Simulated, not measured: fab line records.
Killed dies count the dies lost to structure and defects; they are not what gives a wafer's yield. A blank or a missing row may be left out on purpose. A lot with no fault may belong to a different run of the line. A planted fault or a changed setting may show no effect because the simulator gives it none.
The tool behind it: which one?	flow berkeleyCmos170	6 lots, 18 wafers sampled, at 1 step of a route of 331

## WHAT THE GAUGES READ, wafer by wafer
UCB170_M1_CD_MEAS_09: target cd 700 nm.
lot	measured	on	cdNm (nm)
L383	day 7 11:48	cdSem-02	698.2 698.1 698.0
L386	day 8 03:09	cdSem-01	701.2 700.5 702.0
L391	day 9 07:04	cdSem-02	699.2 699.9 700.1
L394	day 9 10:29	cdSem-02	699.7 699.7 699.7
L396	day 10 00:03	cdSem-01	699.0 699.8 700.6
L404	day 11 10:22	cdSem-02	704.4 705.2 702.7

## EACH LOT AND THE TOOL THAT RAN IT (in order: tool; ch and the chambers of the sampled wafers; start)
Record: no process step prior to these readings.

## THE ANSWER, worked out from the rows above alone
Rule: what is usual is taken from the lots themselves. Put in order of their means at a reading, lots are off if they are a third of the lots or fewer, leave a main group of 4 or more, and stand apart from it by a gap of 3 or more times the standard deviation of the main group's means; of several such gaps the widest counts. A main group is skipped when, at the precision printed for the reading in the tables above, its means are all equal. Also off: a lot with no number at a reading for which 4 or more lots have one. Any other lot the step has rows for is counted as sound.
Nothing can be told from this: no lot is off at any reading shown.

## WHAT THE SIMULATOR PUT IN
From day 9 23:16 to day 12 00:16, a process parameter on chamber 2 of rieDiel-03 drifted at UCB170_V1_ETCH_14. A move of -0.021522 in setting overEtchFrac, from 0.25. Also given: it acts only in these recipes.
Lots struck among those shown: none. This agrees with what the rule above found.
